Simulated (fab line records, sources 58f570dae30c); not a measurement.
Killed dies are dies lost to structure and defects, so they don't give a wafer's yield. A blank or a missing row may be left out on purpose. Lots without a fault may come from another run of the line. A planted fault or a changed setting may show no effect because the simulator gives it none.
fab line records | flow berkeley_cmos170 | part 2 of 2: steps 27 to 36 of 36
record lots=5 wafers=15 last_day=13
route steps=331 shown PLDD@153 NLDD@158 SPACER@171 PSD@175 NSD@187
lots that met no fault: from a run of the same line without faults
start_h: hours from the record's first day to the start of the lot's first wafer shown | wait_h: hours since the lot's step before | " the same as in the row above | L1.1+2: a row that stands for several wafers | - no value, or no start given | * or withheld: withheld | < > ~ a bound
route shown NAME@n: a module of which the file shows steps, and the number in the route of the first | usual: mean/standard deviation of fault-free wafers | same: alike in all rows | chamber/n: place in a boat | sites: the reading at each site | _std_site: their standard deviation | _edge_site: outer sites' mean less inner sites' | radius_mm: how far each site lies from the wafer's centre | mask NAME#n: copy n | behind: the tool/chamber that last shaped the wafer | hold: why the lot was held/for how many hours/how that ended | device: the transistor (n, p or np) that didn't switch | end of line: the same wafers' tests at the end of the route | a step without rows: its recipe alone | killed: dies lost to structure and defects at the first sort, not the wafer's yield | map: a wafer's dies, x killed, . not, _ none there
set.NAME: the setting as run; set.NAME@STEP: as run at that earlier step | model.NAME: the simulator's own value behind a step, which no gauge read
lots at some steps of the route; a table a step, a row a wafer
services: from which hour (start_h, from the record's first day; less than 0 if before it) a tool's chamber was out of use, for how many hours, and why
## steps
# step UCB170_PSD_PEB_04
# recipe peb_temp_c=130 peb_time_s=withheld resist=KrF
# usual chill_plate_temp_C=23.00/0.1 heater_power_total_W=56.80/0.042
# columns lot.wafer tool chamber start_h wait_h chill_plate_temp_C heater_power_total_W
L080.1 litho_track-04 0 196.25 0.1 23.10 56.83
L080.3 " 0 " " 23.08 56.84
L080.5 " 0 " " 23.07 56.75
L082.1 litho_track-02 0 208.67 0.1 23.19 56.74
L082.2 " 0 " " 23.10 56.80
L082.6 " 0 " " 23.02 56.80
L085.1 litho_track-04 0 208.90 0.1 23.07 56.85
L085.4 " 0 " " 22.98 56.80
L085.6 " 0 " " 22.90 56.77
L086.1 litho_track-02 0 223.94 0.1 22.99 56.81
L086.4 " 0 " " 23.08 56.84
L086.5 " 0 " " 23.05 56.80
L095.2 litho_track-02 0 289.40 0.5 23.02 56.81
L095.4 " 0 " " 23.01 56.74
L095.6 " 0 " " 22.85 56.81
# step UCB170_PSD_DEVELOP_05
# recipe developer=TMAH develop_time_s=45 resist=KrF dev_temp_c=21
# usual chill_plate_temp_C=22.97/0.1
# columns lot.wafer tool chamber start_h wait_h chill_plate_temp_C
L080.1 litho_track-04 0 - - 23.06
L080.3 " 0 " " 23.03
L080.5 " 0 " " 23.17
L082.1 litho_track-02 0 - - 22.86
L082.2 " 0 " " 23.00
L082.6 " 0 " " 22.99
L085.1 litho_track-04 0 - - 22.97
L085.4 " 0 " " 22.91
L085.6 " 0 " " 23.04
L086.1 litho_track-02 0 - - 23.04
L086.4 " 0 " " 22.96
L086.5 " 0 " " 23.00
L095.2 litho_track-02 0 - - 22.83
L095.4 " 0 " " 23.02
L095.6 " 0 " " 22.90
# step UCB170_PSD_CD_MEAS_06
# recipe target_cd_nm=1200
# usual cd_nm=1199.8/1.3
# columns lot.wafer tool chamber start_h wait_h cd_nm
L080.1 cd_sem-01 - 196.52 - 1200.9
L080.3 " - " " 1200.1
L080.5 " - " " 1200.7
L082.1 cd_sem-02 - 208.94 - 1198.9
L082.2 " - " " 1200.1
L082.6 " - " " 1200.0
L085.1 cd_sem-02 - 209.18 - 1198.7
L085.4 " - " " 1197.8
L085.6 " - " " 1198.9
L086.1 cd_sem-02 - 224.22 - 1199.1
L086.4 " - " " 1197.4
L086.5 " - " " 1198.2
L095.2 cd_sem-02 - 289.67 - 1200.0
L095.4 " - " " 1198.5
L095.6 " - " " 1199.9
# step UCB170_PSD_OVL_MEAS_07
# usual PSD_OVL=-4/6.5
# columns lot.wafer tool chamber start_h wait_h PSD_OVL[nm]
L080.1 overlay-02 - 196.64 0.1 -9
L080.3 " - " " -13
L080.5 " - " " -12
L082.1 overlay-02 - 209.06 0.1 -18
L082.2 " - " " -11
L082.6 " - " " -15
L085.1 overlay-02 - 209.30 0.1 -10
L085.4 " - " " -6
L085.6 " - " " -13
L086.1 overlay-01 - 224.34 0.1 1
L086.4 " - " " -8
L086.5 " - " " -1
L095.2 overlay-02 - 289.78 0.1 -6
L095.4 " - " " -2
L095.6 " - " " -3
# step UCB170_PSD_IMPLANT_08
# recipe species=B dose_cm2=3e+15 energy_kev=20 tilt_deg=7
# same implant_ion_amu=11
# columns lot.wafer tool chamber start_h wait_h
L080.1+3+5 implanter-03 0 196.68 0.0
L082.1+2+6 implanter-03 0 209.10 0.0
L085.1+4+6 implanter-02 0 209.33 0.0
L086.1+4+5 implanter-03 0 224.38 0.0
L095.2+4+6 implanter-03 0 289.83 0.0
# step UCB170_PSD_STRIP_09
# recipe chemistry=O2 power_w=400 pressure_mtorr=3500 platen_temp_c=withheld o2_flow_sccm=400 overash_fraction=0.5
# usual drypump_motor_current_A=6.0/0.48 oes_product_au=0.599/0.0046 strip_time_to_endpoint_s=29.39/0.085
# columns lot.wafer tool chamber start_h wait_h drypump_motor_current_A oes_product_au rf_hours_counter_h strip_time_to_endpoint_s
L080.1 plasma_asher-02 0 196.83 0.1 6.7 0.606 48 29.36
L080.3 " 0 " " 6.7 0.598 - 29.42
L080.5 " 1 " " 6.1 0.600 - 29.36
L082.1 plasma_asher-03 1 209.25 0.1 6.2 0.602 10 29.47
L082.2 " 0 " " 5.9 0.605 10 29.43
L082.6 " 0 " " 5.9 0.593 - 29.43
L085.1 plasma_asher-04 0 209.48 0.1 5.4 0.599 46 29.38
L085.4 " 1 " " 5.3 0.599 - 29.33
L085.6 " 1 " " 5.3 0.598 - 29.37
L086.1 plasma_asher-02 1 224.53 0.1 6.1 0.605 51 29.38
L086.4 " 0 " " 6.7 0.605 - 29.41
L086.5 " 0 " " 6.7 0.595 - 29.40
L095.2 plasma_asher-02 0 289.96 0.1 6.7 0.599 58 29.41
L095.4 " 0 " " 6.7 0.605 - 29.42
L095.6 " 1 " " 6.1 0.594 - 29.40
# step UCB170_PSD_TW_MEAS_10
# usual PSD_TW=2324/15
# columns lot.wafer tool chamber start_h wait_h PSD_TW
L080.1 film_metro-02 - 196.93 0.1 2333
L080.3 " - " " 2328
L080.5 " - " " 2316
L082.1 film_metro-02 - 209.35 0.1 2330
L082.2 " - " " 2329
L082.6 " - " " 2324
L085.1 film_metro-01 - 209.58 0.1 2298
L085.4 " - " " 2303
L085.6 " - " " 2307
L086.1 film_metro-03 - 224.63 0.1 2344
L086.4 " - " " 2331
L086.5 " - " " 2332
L095.2 film_metro-01 - 290.07 0.1 2312
L095.4 " - " " 2313
L095.6 " - " " 2309
# step UCB170_PSD_CLEAN_11
# recipe chemistry=SPM temp_c=120 time_s=600
# usual bath_heat_duty_pct=13.1/2 temp_c=120.02/0.15
# columns lot.wafer tool chamber start_h wait_h bath_heat_duty_pct temp_c
L080.1 wet_bench-01 0 196.99 0.1 12.6 120.16
L080.3 " 0 " " 12.5 120.22
L080.5 " 0 " " 13.8 120.42
L082.1 wet_bench-03 2 210.50 1.1 11.0 120.22
L082.2 " 2 " " 12.2 120.20
L082.6 " 2 " " 11.1 120.06
L085.1 wet_bench-03 1 210.50 0.9 18.3 119.73
L085.4 " 1 " " 18.4 119.79
L085.6 " 1 " " 16.1 119.97
L086.1 wet_bench-01 3 228.07 3.4 12.8 120.33
L086.4 " 3 " " 13.5 120.05
L086.5 " 3 " " 13.4 120.08
L095.2 wet_bench-02 2 290.48 0.4 13.3 120.03
L095.4 " 2 " " 12.1 120.04
L095.6 " 2 " " 11.7 119.92
# step UCB170_NSD_HMDS_00
# recipe prime_time_s=60 prime_temp_c=100
# usual chill_plate_temp_C=22.97/0.11
# columns lot.wafer tool chamber start_h wait_h chill_plate_temp_C
L080.1 litho_track-04 0 197.16 0.0 22.97
L080.3 " 0 " " 23.06
L080.5 " 0 " " 22.99
L085.1 litho_track-01 0 210.84 0.2 23.19
L085.4 " 0 " " 23.03
L085.6 " 0 " " 22.96
L082.1 litho_track-02 0 211.08 0.4 22.96
L082.2 " 0 " " 23.07
L082.6 " 0 " " 23.03
L086.1 litho_track-01 0 228.54 0.3 22.91
L086.4 " 0 " " 22.90
L086.5 " 0 " " 22.88
L095.2 litho_track-02 0 290.68 0.0 22.93
L095.4 " 0 " " 23.09
L095.6 " 0 " " 23.09
# step UCB170_NSD_COAT_01
# recipe resist=KrF spin_rpm=1500 resist_thk_nm=900
# usual chill_plate_temp_C=23.02/0.1 dispense_pressure_kPa=52.6/3
# columns lot.wafer tool chamber start_h wait_h chill_plate_temp_C dispense_pressure_kPa
L080.1 litho_track-04 0 197.31 0.1 23.17 49.0
L080.3 " 0 " " 23.01 48.9
L080.5 " 0 " " 23.27 49.0
L085.1 litho_track-01 0 210.99 0.1 23.07 53.8
L085.4 " 0 " " 23.07 53.7
L085.6 " 0 " " 23.00 53.8
L082.1 litho_track-02 0 211.23 0.1 23.16 56.2
L082.2 " 0 " " 23.08 56.2
L082.6 " 0 " " 23.17 56.2
L086.1 litho_track-01 0 228.69 0.1 22.72 53.7
L086.4 " 0 " " 22.91 53.7
L086.5 " 0 " " 22.82 53.7
L095.2 litho_track-02 0 290.83 0.1 23.11 56.2
L095.4 " 0 " " 23.03 56.2
L095.6 " 0 " " 23.04 56.2
## services
# columns tool chamber start_h hours kind
furnace-01 - 173.84 3.0 pm
furnace-01 - 176.86 2.8 pm
rie_diel-03 - 190.23 2.0 repair
krf_scanner-01 - 191.35 1.0 pm
pecvd-01 - 202.83 2.8 pm
rie_diel-02 2 205.61 3.8 repair
furnace-02 - 214.69 3.0 pm
krf_scanner-01 - 221.00 0.4 repair
implanter-01 - 222.46 12.3 repair
implanter-01 - 225.94 1.0 repair
implanter-01 - 232.53 1.9 repair
rie_diel-03 - 239.31 0.2 repair
krf_scanner-01 - 241.12 0.9 repair
pecvd-01 - 242.50 14.0 pm
furnace-01 - 243.37 6.5 repair
wet_bench-01 - 245.67 3.8 repair
implanter-02 - 253.89 1.1 repair
plasma_asher-04 - 257.70 1.3 repair
rie_diel-02 1 260.36 2.8 repair
pecvd-01 0 262.46 2.8 repair
implanter-02 - 265.69 1.2 repair
rie_diel-03 - 269.70 0.4 repair
wet_bench-04 - 273.40 4.9 repair
implanter-03 - 285.80 0.6 repair
